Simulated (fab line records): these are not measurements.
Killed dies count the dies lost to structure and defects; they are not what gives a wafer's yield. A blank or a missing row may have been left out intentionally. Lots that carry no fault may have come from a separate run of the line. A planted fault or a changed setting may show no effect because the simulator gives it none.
The tool behind it: which one? + flow berkeley-cmos170 + 15 lots with 45 wafers sampled at 5 steps, on a route of 331 steps

== WHAT EACH GAUGE READ, for each wafer ==
UCB170_NVT_OVL_MEAS_06.
| lot  | measured     | on         | NVT_OVL (nm) |
|------|--------------|------------|--------------|
| L530 | day 6 01:29  | overlay-02 | -8 -8 -10    |
| L533 | day 7 14:25  | overlay-02 | -4 -6 -9     |
| L532 | day 7 14:27  | overlay-02 | -5 -5 0      |
| L535 | day 7 20:14  | overlay-01 | -1 0 -4      |
| L536 | day 8 00:56  | overlay-02 | -6 -4 -4     |
| L538 | day 8 01:10  | overlay-01 | -9 -3 -7     |
| L540 | day 8 10:08  | overlay-01 | 5 0 7        |
| L539 | day 8 10:21  | overlay-01 | -11 -9 -16   |
| L541 | day 8 19:59  | overlay-01 | -10 -9 -6    |
| L544 | day 9 10:18  | overlay-01 | -4 4 2       |
| L545 | day 9 23:54  | overlay-02 | -5 -3 -8     |
| L547 | day 10 00:09 | overlay-02 | -19 -21 -14  |
| L546 | day 10 00:16 | overlay-01 | 0 0 -5       |
| L548 | day 10 14:58 | overlay-02 | 0 2 0        |
| L549 | day 10 15:19 | overlay-01 | -3 -1 -7     |

UCB170_GATE_CD_MEAS_12: the cd target is 350 nm.
| lot  | measured     | on        | cd-nm (nm)        |
|------|--------------|-----------|-------------------|
| L530 | day 6 16:14  | cd-sem-01 | 351.4 349.7 350.9 |
| L533 | day 8 10:22  | cd-sem-02 | 347.6 350.2 349.0 |
| L532 | day 8 10:25  | cd-sem-01 | 349.4 349.1 349.6 |
| L535 | day 8 10:58  | cd-sem-02 | 351.8 351.2 350.1 |
| L536 | day 8 19:41  | cd-sem-01 | 349.6 351.1 348.9 |
| L538 | day 8 19:31  | cd-sem-01 | 352.1 349.5 351.1 |
| L540 | day 9 03:04  | cd-sem-02 | 352.0 351.3 352.5 |
| L539 | day 9 03:03  | cd-sem-01 | 348.9 348.2 349.8 |
| L541 | day 9 11:45  | cd-sem-01 | 349.8 350.0 349.3 |
| L544 | day 10 04:18 | cd-sem-01 | 347.3 348.2 348.2 |
| L545 | day 10 17:30 | cd-sem-02 | 351.8 350.9 351.6 |
| L547 | day 10 17:14 | cd-sem-02 | 349.8 349.9 349.4 |
| L546 | day 10 17:15 | cd-sem-01 | 351.5 352.7 350.5 |
| L548 | day 11 09:18 | cd-sem-01 | 349.0 350.4 349.0 |
| L549 | day 11 09:22 | cd-sem-02 | 350.5 349.4 349.1 |

UCB170_PLDD_CD_MEAS_06: the cd target is 1200 nm.
| lot  | measured     | on        | cd-nm (nm)           |
|------|--------------|-----------|----------------------|
| L530 | day 6 18:22  | cd-sem-01 | 1201.5 1202.2 1201.5 |
| L533 | day 8 12:11  | cd-sem-02 | 1200.3 1199.3 1198.8 |
| L532 | day 8 12:26  | cd-sem-01 | 1198.9 1198.7 1198.9 |
| L535 | day 8 12:53  | cd-sem-01 | 1200.3 1200.7 1201.3 |
| L536 | day 8 21:32  | cd-sem-02 | 1198.8 1199.0 1199.9 |
| L538 | day 8 21:05  | cd-sem-01 | 1199.5 1199.9 1200.3 |
| L540 | day 9 04:53  | cd-sem-01 | 1199.7 1199.7 1200.6 |
| L539 | day 9 05:52  | cd-sem-01 | 1199.0 1199.9 1200.7 |
| L541 | day 9 13:19  | cd-sem-02 | 1201.2 1202.9 1201.8 |
| L544 | day 10 07:05 | cd-sem-02 | 1199.4 1198.8 1199.9 |
| L545 | day 10 20:03 | cd-sem-02 | 1197.3 1198.9 1198.8 |
| L547 | day 10 19:57 | cd-sem-02 | 1205.9 1206.3 1207.5 |
| L546 | day 10 19:42 | cd-sem-02 | 1207.3 1208.4 1206.8 |
| L548 | day 11 11:23 | cd-sem-02 | 1207.3 1207.5 1206.8 |
| L549 | day 11 11:34 | cd-sem-01 | 1199.9 1199.2 1200.8 |

UCB170_PLDD_OVL_MEAS_07.
| lot  | measured     | on         | PLDD_OVL (nm) |
|------|--------------|------------|---------------|
| L530 | day 6 18:29  | overlay-02 | -4 -2 -1      |
| L533 | day 8 12:17  | overlay-02 | 9 -1 0        |
| L532 | day 8 12:33  | overlay-01 | -3 3 6        |
| L535 | day 8 12:59  | overlay-01 | -6 -9 3       |
| L536 | day 8 21:39  | overlay-01 | 9 1 -2        |
| L538 | day 8 21:10  | overlay-02 | 7 -2 -7       |
| L540 | day 9 04:59  | overlay-01 | 9 8 14        |
| L539 | day 9 05:59  | overlay-01 | -2 -6 -2      |
| L541 | day 9 13:26  | overlay-02 | 7 -2 8        |
| L544 | day 10 07:13 | overlay-01 | -6 -1 -7      |
| L545 | day 10 20:10 | overlay-01 | -5 4 -1       |
| L547 | day 10 20:04 | overlay-02 | 9 1 5         |
| L546 | day 10 19:47 | overlay-02 | 7 8 14        |
| L548 | day 11 11:28 | overlay-02 | -4 -10 -7     |
| L549 | day 11 11:41 | overlay-01 | 10 11 5       |

== TOOL THAT RAN EACH LOT (tool first, then ch and the chambers of the sampled wafers, then the start) ==
| lot  | UCB170_PLDD_PEB_04                |
|------|-----------------------------------|
| L530 | litho-track-03 ch 0, day 6 18:05  |
| L533 | litho-track-01 ch 0, day 8 11:55  |
| L532 | litho-track-01 ch 0, day 8 12:10  |
| L535 | litho-track-02 ch 0, day 8 12:37  |
| L536 | litho-track-03 ch 0, day 8 21:16  |
| L538 | litho-track-03 ch 0, day 8 20:50  |
| L540 | litho-track-03 ch 0, day 9 04:37  |
| L539 | litho-track-01 ch 0, day 9 05:36  |
| L541 | litho-track-02 ch 0, day 9 13:03  |
| L544 | litho-track-01 ch 0, day 10 06:49 |
| L545 | litho-track-03 ch 0, day 10 19:46 |
| L547 | litho-track-02 ch 0, day 10 19:41 |
| L546 | litho-track-02 ch 0, day 10 19:00 |
| L548 | litho-track-02 ch 0, day 11 11:07 |
| L549 | litho-track-03 ch 0, day 11 11:17 |
- UCB170_PLDD_PEB_04

== WHAT THE TOOLS THEMSELVES READ (means of the sampled wafers that have a number; where no wafer has one, the mark that the record gives instead) ==
UCB170_PLDD_PEB_04.
| lot  | tool           | heater-power-total-W (W) |
|------|----------------|--------------------------|
| L530 | litho-track-03 | 56.78                    |
| L533 | litho-track-01 | 56.78                    |
| L532 | litho-track-01 | 56.80                    |
| L535 | litho-track-02 | 56.87                    |
| L536 | litho-track-03 | 56.76                    |
| L538 | litho-track-03 | 56.78                    |
| L540 | litho-track-03 | 56.80                    |
| L539 | litho-track-01 | 56.82                    |
| L541 | litho-track-02 | 56.80                    |
| L544 | litho-track-01 | 56.77                    |
| L545 | litho-track-03 | 56.82                    |
| L547 | litho-track-02 | 56.85                    |
| L546 | litho-track-02 | 56.81                    |
| L548 | litho-track-02 | 56.80                    |
| L549 | litho-track-03 | 56.78                    |

== THE ANSWER, worked out from the rows above alone ==
Rule: the usual values come from the lots themselves. The widest of any qualifying gaps counts: lots, ordered by their means at a reading, are off when they make up no more than a third of the lots, leave a main group of 4 or more, and stand apart from it by 3 or more times the standard deviation of that group's means. Not used: any main group whose means are identical at the precision the tables above print for the reading. A lot without any number at a reading at which 4 lots or more have one is off too. Where the step has rows for the other lots, those lots are counted as sound. First the gauges in route order, then the tools' own readings, where a lot's mean is used as printed above. At the first step where some lot is off, the reading lying furthest off is the one used; lots without a number count as furthest.
Off at UCB170_PLDD_CD_MEAS_06 (cd-nm): L547, L546, L548. The main group: mean 1200.0 nm, standard deviation 1.
If a tool, at a process step before that reading, ran all the lots that are off and no sound lot after the first of them, it fits. Gauges at UCB170_PLDD_CD_MEAS_06: tried the same way as those tools. One fits: litho-track-02 at UCB170_PLDD_PEB_04. A fault onset in the window from L541 (day 9 13:03, its last sound lot) to L546 (day 10 19:00, its first lot off) fits.

== WHAT WAS PUT IN BY THE SIMULATOR ==
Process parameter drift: litho-track-02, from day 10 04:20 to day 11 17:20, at UCB170_PLDD_PEB_04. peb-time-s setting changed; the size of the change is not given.
Shown lots that were struck: L547, L546, L548. The rule above found the same.
